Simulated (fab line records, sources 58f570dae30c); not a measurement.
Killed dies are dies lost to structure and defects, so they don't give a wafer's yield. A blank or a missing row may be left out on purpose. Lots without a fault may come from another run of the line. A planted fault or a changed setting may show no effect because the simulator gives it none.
Which tool did it? | flow berkeley_cmos170 | 11 lots, 33 wafers sampled, at 2 steps of a route of 331

WHAT THE GAUGES READ, wafer by wafer
UCB170_ACTIVE_CD_MEAS_13: target cd 1200 nm. Usual: cd_nm 1199.9 nm, standard deviation 1.5.
lot  | measured    | on        | cd_nm (nm)           | flag
L244 | day 3 21:22 | cd_sem-01 | 1199.0 1199.6 1199.8 |
L245 | day 4 06:20 | cd_sem-01 | 1202.1 1200.2 1201.8 |
L247 | day 4 19:45 | cd_sem-01 | 1198.4 1199.0 1199.8 |
L246 | day 4 20:08 | cd_sem-01 | 1196.7 1196.9 1199.2 |
L248 | day 4 20:25 | cd_sem-02 | 1200.9 1198.7 1198.9 |
L250 | day 5 08:31 | cd_sem-01 | 1201.8 1200.1 1200.2 |
L253 | day 5 15:31 | cd_sem-01 | 1198.9 1200.5 1200.6 |
L259 | day 7 06:28 | cd_sem-02 | 1198.4 1192.3 1194.4 | OFF
L262 | day 7 23:17 | cd_sem-01 | 1197.4 1198.4 1198.5 |
L264 | day 8 10:28 | cd_sem-02 | 1198.4 1200.6 1200.2 |
L267 | day 9 07:37 | cd_sem-01 | 1199.8 1200.1 1202.0 |

WHICH TOOL RAN EACH LOT (tool, then ch and the chambers of the sampled wafers, then the start)
lot  | UCB170_ACTIVE_EXPOSE_10
L244 | krf_scanner-02 ch 0, day 3 20:58
L245 | krf_scanner-02 ch 0, day 4 05:56
L247 | krf_scanner-01 ch 0, day 4 19:22
L246 | krf_scanner-02 ch 0, day 4 19:36
L248 | krf_scanner-01 ch 0, day 4 19:50
L250 | krf_scanner-02 ch 0, day 5 07:55
L253 | krf_scanner-01 ch 0, day 5 14:45
L259 | krf_scanner-01 ch 0, day 7 06:05
L262 | krf_scanner-02 ch 0, day 7 22:54
L264 | krf_scanner-02 ch 0, day 8 10:03
L267 | krf_scanner-02 ch 0, day 9 07:12
- UCB170_ACTIVE_EXPOSE_10: exposes mask ACTIVE, target cd 1200 nm.

WHAT THE TOOLS THEMSELVES READ (means of the sampled wafers that have a number; where no wafer has one, the mark that the record gives instead)
UCB170_ACTIVE_EXPOSE_10. Usual: exposure_dose_mJ_cm2 19.981, standard deviation 0.023.
lot  | tool           | exposure_dose_mJ_cm2 | flag
L244 | krf_scanner-02 | 19.947               |
L245 | krf_scanner-02 | 19.991               |
L247 | krf_scanner-01 | 19.989               |
L246 | krf_scanner-02 | 20.011               |
L248 | krf_scanner-01 | 19.953               |
L250 | krf_scanner-02 | 19.971               |
L253 | krf_scanner-01 | 19.980               |
L259 | krf_scanner-01 | 19.752               | OFF
L262 | krf_scanner-02 | 19.976               |
L264 | krf_scanner-02 | 19.981               |
L267 | krf_scanner-02 | 19.973               |

THE ANSWER, worked out from the rows above alone
Rule: a lot is off if the mean of its wafers that have a number lies more than 3 standard deviations from the usual mean. A lot without any number at a reading at which 4 lots or more have one is off too. The other lots that the step has rows for count as sound. The gauges are gone through in route order, then the tools' own readings, and for those a lot's mean is taken as printed above. The first step at which some lot is off is used, and at that step the reading that is off furthest; a lot without a number counts as furthest.
Off: L259, at UCB170_ACTIVE_CD_MEAS_13 (cd_nm).
A tool fits if, at a process step before that reading, it ran every lot that is off, and no sound lot after the first of them. The gauges at UCB170_ACTIVE_CD_MEAS_13 aren't tried: what is off there is off at UCB170_ACTIVE_EXPOSE_10 too, on other tools, and a gauge's error can't cause that. One fits: krf_scanner-01 at UCB170_ACTIVE_EXPOSE_10. Its last sound lot is L253 (day 5 14:45), its first lot that is off L259 (day 7 06:05): a fault that began between those two fits.
The tool's own readings at UCB170_ACTIVE_EXPOSE_10 bear it out: on the lots that are off they differ by more than 5 times the standard deviation of the sound lots' means. exposure_dose_mJ_cm2 reads 19.752 there against 19.977 on the sound lots.

WHAT THE SIMULATOR HAD PUT IN
Process parameter drift: krf_scanner-01, from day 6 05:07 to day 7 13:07, at UCB170_ACTIVE_EXPOSE_10. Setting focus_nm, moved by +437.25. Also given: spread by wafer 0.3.
Lots struck among those shown: L259. The rule above found the same.
